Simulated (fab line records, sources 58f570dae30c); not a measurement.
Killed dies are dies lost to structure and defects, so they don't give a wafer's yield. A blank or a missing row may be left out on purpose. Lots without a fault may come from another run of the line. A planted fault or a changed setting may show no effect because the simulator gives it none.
Chamber matching | flow berkeley_cmos170 | UCB170_GATE_ETCH_15 on rie_si-02: 4 sister chambers
The step etches poly-Si in HBr/Cl2, stops on SiO2, time 56.3 s, target depth 278.2 nm. 7 wafers are shown with their chamber, then 8 later ones without.

WAFERS WITH THEIR CHAMBER
wafer  | chamber | throttle_valve_pct (%) | oes_product_au (a.u.)
L348.4 | 1       | 26.18                  | 0.804
L353.4 | 0       | 26.54                  | 0.841
L356.5 | 3       | 26.62                  | 0.814
L363.1 | 2       | 26.08                  | 0.868
L363.2 | 0       | 26.55                  | 0.853
L363.4 | 3       | 26.62                  | 0.838
L365.4 | 2       | 26.06                  | 0.847

WAFERS WITHOUT THEIR CHAMBER
wafer  | throttle_valve_pct (%) | oes_product_au (a.u.)
L365.5 | 26.08                  | 0.851
L365.6 | 26.62                  | 0.811
L369.2 | 26.19                  | 0.797
L369.3 | 26.62                  | 0.824
L369.4 | 26.08                  | 0.841
L368.1 | 26.64                  | 0.824
L368.3 | 26.19                  | 0.805
L368.5 | 26.62                  | 0.828

WHICH CHAMBER EACH WENT THROUGH
wafer  | from the rows above | in truth
L365.5 | 2                   | 2
L365.6 | 3                   | 3
L369.2 | 1                   | 1
L369.3 | 3                   | 3
L369.4 | 2                   | 2
L368.1 | 3                   | 3
L368.3 | 1                   | 1
L368.5 | 3                   | 3
Placed correctly: 8 of 8. Can't be placed from these rows: 0. Placed wrongly: 0.
How it was worked out, from the rows above alone: a wafer's distance from a chamber is the root of the sum, over the readings, of the square of ((its reading less the chamber's mean) divided by the reading's scatter). The wafer belongs to the nearest chamber; if the next one is less than 2 further off, it can't be placed. A chamber's mean is the mean of its shown wafers. The scatter: the root of (the sum of the squares of (reading less its chamber's mean) over the shown wafers, divided by (wafers less chambers)).
